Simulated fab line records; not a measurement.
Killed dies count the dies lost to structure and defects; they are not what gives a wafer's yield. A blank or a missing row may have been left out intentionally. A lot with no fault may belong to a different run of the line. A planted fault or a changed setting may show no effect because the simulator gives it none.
Comparing a struck lot with a sound one ; flow berkeley cmos170 ; 26 out of 331 route steps
Sound: the wafers L236.1, L236.3, L236.4. Struck: wafer L239.2. At the end, the cause is stated.
For every step that has rows: the tool of each side, followed by ch and its chambers, followed by its first start. Under that, the readings that differ: sound wafers ; struck wafers ; difference of the means ; sigmas: that difference in standard deviations of wafers without a fault.
alike: same words and numbers on both sides, and readings whose means sit less than 2 such deviations apart. not compared: any withheld reading, any reading some wafer has no value for, any bound like >300 that may hide the same value, and any number with overlapping values for which the record gives no deviation.
A row with sigmas, a row that says differs or no value, or rows on one side alone: a step with any of these is where the two part. Numbers that don't overlap but have no deviation are shown without sigmas and don't part them. A reading that every wafer of one side lacks parts them only if that side has two wafers or more.

first, 3 steps without rows for these wafers: UCB170_M1_EXPOSE_06 (exposes mask METAL1, target cd 700 nm); UCB170_M1_PEB_07; UCB170_M1_DEVELOP_08 (develop time 45 s).
UCB170_M1_CD_MEAS_09: target cd 700 nm.
  sound on cd sem-01, day 9 12:56; struck on cd sem-01, day 10 07:32
  alike: cd nm
UCB170_M1_OVL_MEAS_10:
  sound on overlay-02, day 9 13:04; struck on overlay-02, day 10 07:38
  alike: M1_OVL
UCB170_M1_ETCH_11: etches BARC in N2/H2.
  sound on rie diel-02 ch 0,2,3, day 9 13:06; struck on rie diel-01 ch 2, day 10 07:40
  alike: drypump motor current A, oes product au, rf fwd power W, throttle valve pct
UCB170_M1_METAL_ETCH_12: etches Al in Cl2/BCl3, stops on PSG, target depth 780 nm, time 130 s.
  sound on rie metal-02 ch 0,1, day 9 13:08; struck on rie metal-01 ch 0, day 10 07:42
  alike: drypump motor current A, oes product au, rf fwd power W, throttle valve pct
  not compared: rf hours counter h
UCB170_M1_STRIP_13: strips in O2.
  sound on plasma asher-01 ch 0,1, day 9 13:16; struck on plasma asher-01 ch 0, day 10 07:50
  alike: drypump motor current A, oes product au
  not compared: rf hours counter h
UCB170_M1_CD_MEAS_90: target cd 700 nm.
  sound on cd sem-02, day 9 13:22; struck on cd sem-01, day 10 07:58
reading;sound;struck;difference;sigmas
cd nm (nm);700.2 696.9 697.6;702.2;+4.0;+2
then, 1 step without rows for these wafers: UCB170_M1_ANNEAL_14 (time 1200 s).
UCB170_V1_CVD_00: deposits SiO2 from TEOS/O2, target thk 2000 nm, time 250 s.
  sound on pecvd-02 ch 0,1,2, day 9 15:22; struck on pecvd-02 ch 1, day 10 11:11
  alike: heater power w, rf fwd power W
UCB170_V1_THK_MEAS_01:
  sound on film metro-01, day 9 15:32; struck on film metro-01, day 10 11:22
  alike: V1_TEOS_THK
UCB170_V1_CMP_02: polishes SiO2.
  sound on cmp-01 ch 0,2,3, day 9 15:38; struck on cmp-01 ch 2, day 10 11:31
reading;sound;struck;difference;sigmas
model.SiO2_of_V1_CVD_00.thk nm (nm);998.7 1000 999.8;1352;+352;
  alike: motor current A, retaining ring pressure frac
UCB170_V1_BOW_MEAS_03:
  sound on film metro-02, day 9 15:53; struck on film metro-02, day 10 11:44
  alike: V1_BOW
UCB170_V1_THK_MEAS_04:
  sound on film metro-02, day 9 16:01; struck on film metro-02, day 10 11:50
reading;sound;struck;difference;sigmas
V1_POLISHED_THK (nm);998.0 999.5 998.7;1351.5;+352.8;+99 or more
then, 7 steps without rows for these wafers: UCB170_V1_CLEAN_05 (cleans in DIW); UCB170_V1_HMDS_06 (prime time 60 s); UCB170_V1_COAT_07 (resist thk 900 nm); UCB170_V1_SOFTBAKE_08 (time 60 s); UCB170_V1_EXPOSE_09 (exposes mask VIA1, target cd 700 nm); UCB170_V1_PEB_10; UCB170_V1_DEVELOP_11 (develop time 45 s).
UCB170_V1_CD_MEAS_12: target cd 700 nm.
  sound on cd sem-01, day 9 18:04; struck on cd sem-02, day 10 12:55
  alike: cd nm
UCB170_V1_OVL_MEAS_13:
  sound on overlay-01, day 9 18:11; struck on overlay-01, day 10 13:02
  alike: V1_OVL
UCB170_V1_ETCH_14: etches SiO2 in CHF3/CF4/Ar, stops on Al, target depth 1250 nm, time 291 s.
  sound on rie diel-01 ch 1,2,3, day 9 18:13; struck on rie diel-04 ch 0, day 10 13:04
reading;sound;struck;difference;sigmas
oes product au (a.u.);0.861 0.882 0.883;0.989;+0.114;+10
rf hours counter h (h);6 97 123;1;-74;
model.etch.depth nm (nm);998.7 1000 999.8;1225;+226;
model.V1.feature depth nm (nm);999.1 1000 999.8;1225;+225;
  alike: drypump motor current A, rf fwd power W, throttle valve pct
UCB170_V1_STRIP_15: strips in O2.
  sound on plasma asher-03 ch 0,1, day 9 18:24; struck on plasma asher-04 ch 1, day 10 13:14
  alike: drypump motor current A, oes product au, strip time to endpoint s
  not compared: rf hours counter h

== WHERE THEY PART ==
Earliest at UCB170_M1_CD_MEAS_90; latest, in this record, at UCB170_V1_ETCH_14. Later steps at which nothing parts them and some readings are alike: UCB170_V1_STRIP_15.

WHY: the cause the simulator had injected
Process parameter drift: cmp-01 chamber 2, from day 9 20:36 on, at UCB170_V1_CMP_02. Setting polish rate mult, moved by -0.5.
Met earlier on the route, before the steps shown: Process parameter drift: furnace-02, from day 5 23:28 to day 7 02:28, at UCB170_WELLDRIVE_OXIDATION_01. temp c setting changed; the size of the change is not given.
